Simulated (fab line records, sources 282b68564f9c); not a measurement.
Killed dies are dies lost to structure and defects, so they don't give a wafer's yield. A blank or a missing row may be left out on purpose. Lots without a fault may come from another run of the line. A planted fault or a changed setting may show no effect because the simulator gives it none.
One fault seen from 2 desks | flow rit_cmos | each desk has only its own numbers; what lay behind them comes last

THE TOOL OWNER'S DESK: implanter-01
The tool's own readings at RIT_PSD_IMPLANT_08: means of the sampled wafers that have a number, for each lot that ran on this tool. A lot is out of limits, marked OUT, if its mean lies more than 4 standard deviations from the usual mean; the brackets give that distance.
Columns: A = beam_energy_keV at RIT_PSD_IMPLANT_08, usual 26.999
lot  | first seen here | A
L578 | day 3 08:13     | 26.995
L581 | day 3 21:07     | 27.001
L586 | day 4 21:52     | 32.933 (+99 or more) OUT
L587 | day 5 03:46     | 32.954 (+99 or more) OUT
This desk's finding: out of limits on L586, L587; first on L586, day 4 21:52 (beam_energy_keV at RIT_PSD_IMPLANT_08). In limits: L578, L581.

THE METROLOGY DESK
What the gauges read, lot by lot, whatever tool the lot ran on: means of the sampled wafers that have a number. A lot is out of limits, marked OUT, if its mean lies more than 4 standard deviations from the usual mean; the brackets give that distance.
Columns: A = PSD_TW at RIT_PSD_TW_MEAS_10, usual 3380; B = PSD_RS at RIT_SDANNEAL_RS_MEAS_04, usual 115.9 ohm/sq
lot  | first seen here | A               | B
L577 | day 3 02:43     | 3382            | 115.5
L578 | day 3 08:33     | 3410            | 116.0
L580 | day 3 19:32     | 3367            | 116.5
L581 | day 3 21:25     | 3380            | 115.9
L586 | day 4 22:10     | 3573 (+9.6) OUT | 104.0 (-40) OUT
L587 | day 5 04:04     | 3563 (+9.2) OUT | 104.3 (-39) OUT
L588 | day 5 09:33     | 3365            | 116.0
L589 | day 5 14:22     | 3380            | 115.9
L590 | day 5 20:56     | 3387            | 115.7
L592 | day 6 08:04     | 3412            | 116.1
L593 | day 6 11:20     | 3349            | 116.1
L597 | day 7 07:05     | 3361            | 116.3
L598 | day 7 12:09     | 3404            | 116.0
L600 | day 7 23:05     | 3382            | 116.1
This desk's finding: out of limits on L586, L587; first on L586, day 4 22:10 (PSD_TW at RIT_PSD_TW_MEAS_10). In limits: L577, L578, L580, L581, L588, L589, L590, L592, L593, L597, L598, L600.

PUT TOGETHER
The tool owner's desk could have raised an alarm at day 4 21:52, on L586, L587.
The metrology desk could have raised an alarm at day 4 22:10, on L586, L587.
Of the lots named, all ran RIT_PSD_IMPLANT_08 on implanter-01.

WHAT THE SIMULATOR HAD PUT IN
Process parameter drift: implanter-01, from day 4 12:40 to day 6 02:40, at RIT_PSD_IMPLANT_08. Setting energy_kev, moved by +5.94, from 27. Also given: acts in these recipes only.
Lots struck among those shown: L586, L587.
Hours from the fault's start to each desk's first reading out of limits: the tool owner's desk, 9; the metrology desk, 9.
